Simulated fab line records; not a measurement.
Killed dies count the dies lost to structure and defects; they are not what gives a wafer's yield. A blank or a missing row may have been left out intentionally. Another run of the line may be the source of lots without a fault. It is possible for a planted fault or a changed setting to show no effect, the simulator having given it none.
8D (eight disciplines) problem report, filled in by code :: flow berkeleyCmos170 :: the parts of the form that need people (team, actions taken, sign-off) are left out

1. THE PROBLEM
Across 6 wafers from 2 lots, CONTACT_PSG_THK at UCB170_CONTACT_THK_MEAS_02 averages 861 nm, while fault-free wafers read 699 nm with a standard deviation of 6.5. Relative to the usual mean, that is a shift of +25 standard deviations.
Earliest sighting: wafer L342.1 on filmMetro-01 at day 11 07:57. The record has a number at this step for 42 wafers belonging to 14 lots. The rule behind "out" and "out of limits": a value lying over 4 standard deviations away from the usual mean. Any other wafer with a number is counted as sound.

2. WHAT IT IS AND WHAT IT IS NOT
question: which readings at this step
is: CONTACT_PSG_THK
is not: -

question: which lots
is: L342, L343
is not: L324, L325, L327, L329, L330, L331, L332, L333, L334, L335, L337, L346

question: which wafers of those lots
is: all that have a number
is not: -

question: read on which gauges
is: filmMetro-01, filmMetro-03
is not: filmMetro-04

question: when
is: from day 11 07:57
is not: up to then (33 sound wafers); but 3 sound wafers of L346 came after

3. THE SUSPECTS, EACH WITH WHAT RULES IT OUT
Counting: a tool at a process step up to the reading stays a suspect if it ran every lot that is out and no sound lot after the first of them.
- the gauge at UCB170_CONTACT_THK_MEAS_02 is ruled out. Those wafers that are out were read across 2 gauges (filmMetro-01, filmMetro-03).
- lpcvd-01 at UCB170_CONTACT_CVD_01 (deposits PSG from SiH4/O2/PH3, target thk 700 nm, time 2820 s): kept. Every lot that is out went through it, starting with L342 (day 11 06:10), and after that it ran no sound lot; the last sound lot it ran before then is L334 (day 9 08:35). Its own readings are out on those wafers: pressureMtorr.
Left after counting: lpcvd-01 at UCB170_CONTACT_CVD_01.

4. THE CAUSE (what the simulator had put in)
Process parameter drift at UCB170_CONTACT_CVD_01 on lpcvd-01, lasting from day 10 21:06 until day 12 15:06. Setting pressureMtorr, moved by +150, from 300. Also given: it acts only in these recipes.
This tool alone remained once counting was done.

5. THE EFFECT CHAIN, in route order
Rows list readings where the struck wafers' mean (over those with a number) sits beyond 3 standard deviations from the usual. Only readings whose record carries a usual standard deviation are examined. hours: median over the lots of the time between each lot's start at the first step of this table that gives one and its start at this step. sigmas: the change, counted in usual standard deviations.
hours: 0
step: UCB170_CONTACT_CVD_01
reading: pressureMtorr
usual: 300.0 mTorr
on struck wafers: 450.0
change: +150.0
sigmas: +99 or more

hours: 2
step: UCB170_CONTACT_THK_MEAS_02
reading: CONTACT_PSG_THK
usual: 699 nm
on struck wafers: 861
change: +162
sigmas: +25

hours: -
step: UCB170_CONTACT_ETCH_18
reading: oesProductAu
usual: 0.897 a.u.
on struck wafers: 0.992
change: +0.095
sigmas: +6.3
The process steps in it:
- UCB170_CONTACT_CVD_01: deposits PSG from SiH4/O2/PH3, target thk 700 nm, time 2820 s.
- UCB170_CONTACT_ETCH_18: etches PSG in CHF3/CF4/Ar, stops on TiSi2, target depth 840 nm, time 195 s.

6. HOW IT WOULD HAVE BEEN CAUGHT EARLIER
In this record the first reading out of limits at a measuring or inspecting step was taken at day 11 07:57, 11 hours after the fault began at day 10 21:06.
At UCB170_CONTACT_CVD_01, the tool's own readings (pressureMtorr) were out on each struck wafer the step has a row for, so an alarm limit on them would have fired on the first such wafer.
L343, from the lots that are out (2), started UCB170_CONTACT_CVD_01 on lpcvd-01 later than day 11 07:57. A tool hold placed at that time would have kept it from harm.
